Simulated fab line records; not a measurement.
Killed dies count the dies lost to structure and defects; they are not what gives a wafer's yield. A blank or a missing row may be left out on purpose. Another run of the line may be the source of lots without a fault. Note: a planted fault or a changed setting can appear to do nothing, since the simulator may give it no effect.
Lot-split experiment | flow berkeley-cmos170 | 27 wafers read from 5 lots, route of 331 steps

## THE SPLIT ITSELF
At UCB170_M1_SPUTTER_00 (material Al, target thk 600 nm, time 80 s), the setting time-s was moved away from the recipe's 80 s on 9 of the 27 wafers read, by -44.1% to +42.9%. For the rest of the wafers, this setting stayed at what the recipe calls for.

## FROM THE SPLIT TO THE READING: what the file shows between them, 5 steps
- UCB170_M1_RS_MEAS_01: measures by four-point-probe
- UCB170_M1_THK_MEAS_02: measures by xrf
- UCB170_M1_COAT_03
- UCB170_M1_COAT_04: resist thk 900 nm
- UCB170_M1_ETCH_11: etches BARC in N2/H2

## THE READING
oes-product-au, in a.u., at UCB170_M1_METAL_ETCH_12 (etches Al in Cl2/BCl3, stops on PSG, target depth 780 nm, time 130 s). On this fab line, fault-free wafers typically give 0.850 a.u. with a standard deviation of 0.01 a.u.

wafer  | tool, chamber at the split | time-s as run, s | against the recipe | oes-product-au, a.u. | against lot-mates on the recipe
L076.1 | pvd-sputter-04, -          | 80               | recipe             | 0.848                | -
L076.2 | pvd-sputter-04, -          | 101.9            | +27.4%             | 0.975                | +0.123
L076.3 | pvd-sputter-04, -          | 80               | recipe             | 0.848                | -
L076.4 | pvd-sputter-04, -          | 80               | recipe             | 0.860                | -
L076.5 | pvd-sputter-04, -          | 101.9            | +27.4%             | 0.970                | +0.118
L076.6 | pvd-sputter-04, -          | 101.9            | +27.4%             | 0.962                | +0.110
L075.1 | pvd-sputter-02, -          | 80               | recipe             | 0.866                | -
L075.2 | pvd-sputter-02, -          | 80               | recipe             | 0.835                | -
L075.3 | pvd-sputter-02, -          | 80               | recipe             | 0.840                | -
L075.4 | pvd-sputter-02, -          | 80               | recipe             | 0.853                | -
L075.5 | pvd-sputter-02, -          | 80               | recipe             | 0.866                | -
L075.6 | pvd-sputter-02, -          | 80               | recipe             | 0.827                | -
L077.1 | pvd-sputter-04, -          | 80               | recipe             | 0.834                | -
L077.2 | pvd-sputter-04, -          | 80               | recipe             | 0.870                | -
L077.3 | pvd-sputter-04, -          | 44.74            | -44.1%             | 0.632                | -0.225
L077.4 | pvd-sputter-04, -          | 44.74            | -44.1%             | 0.662                | -0.195
L077.5 | pvd-sputter-04, -          | 44.74            | -44.1%             | 0.636                | -0.221
L077.6 | pvd-sputter-04, -          | 80               | recipe             | 0.868                | -
L078.1 | pvd-sputter-02, -          | 114.3            | +42.9%             | 0.980                | +0.127
L078.2 | pvd-sputter-02, -          | 80               | recipe             | 0.856                | -
L078.3 | pvd-sputter-02, -          | 114.3            | +42.9%             | 0.987                | +0.134
L078.4 | pvd-sputter-02, -          | 80               | recipe             | 0.853                | -
L078.5 | pvd-sputter-02, -          | 80               | recipe             | 0.850                | -
L078.6 | pvd-sputter-02, -          | 114.3            | +42.9%             | 0.985                | +0.132
L080.1 | pvd-sputter-02, -          | 80               | recipe             | 0.849                | -
L080.4 | pvd-sputter-02, -          | 80               | recipe             | 0.841                | -
L080.5 | pvd-sputter-02, -          | 80               | recipe             | 0.840                | -

FIT RESULTS
A straight line over all 27 wafers: oes-product-au changes by +0.00404 a.u. for each +1% of time-s; r = +0.98; the points scatter about the line by 0.019 a.u.
The same after taking each lot's own level away (the mean of its wafers on the recipe; 27 wafers): +0.00408 a.u. for each +1%; r = +0.98; scatter 0.021 a.u.
Per that fit: largest time-s move, reading shift of 0.18 a.u.
Across the lots, their own levels run from 0.8433 to 0.8573 a.u., a range of 1.4 times the standard deviation given above.
Hence the lot-to-lot level has little effect on the slope; both slopes agree.
Check: with one of the wafers moved furthest among these (-44.1%) left out of the fit, the line predicts -0.178 a.u. for it against its lot-mates. It came out at -0.225 a.u. against them.

## OTHER SPLITS ON THESE WAFERS
Before the reading, these wafers also passed through other splits. Each is held against what the fit with the lots' levels taken away leaves over:
other split on the same wafers         | wafers away from the commonest value | r with oes-product-au (lot level and that fit taken away)
UCB170_START_OXIDATION_02 ox-time-s    | 21                                   | -0.51
UCB170_SCREENOX_OXIDATION_01 ox-time-s | 18                                   | +0.10

## THE WHOLE CHAIN: every reading that the file lists as answering this split, in the file's order
step                    | what it does                                                         | reading                                                                     | change (the file's fit)                   | r (the file's)
UCB170_M1_SPUTTER_00    | material Al, target thk 600 nm, time 80 s                            | Al_of_M1_SPUTTER_00.thk-nm (the simulator's own value, which no gauge read) | +5.99 nm for each +1% of the setting      | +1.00
UCB170_M1_RS_MEAS_01    | measures by four-point-probe                                         | M1_AL_RS                                                                    | -0.00057 for each +1% of the setting      | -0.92
UCB170_M1_THK_MEAS_02   | measures by xrf                                                      | M1_AL_THK                                                                   | +6.1 for each +1% of the setting          | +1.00
UCB170_M1_METAL_ETCH_12 | etches Al in Cl2/BCl3, stops on PSG, target depth 780 nm, time 130 s | oes-product-au                                                              | +0.00403 a.u. for each +1% of the setting | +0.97

## THE FILE'S OWN FIT
oes-product-au changes by +0.00403 a.u. for each +1% of time-s, r = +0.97.
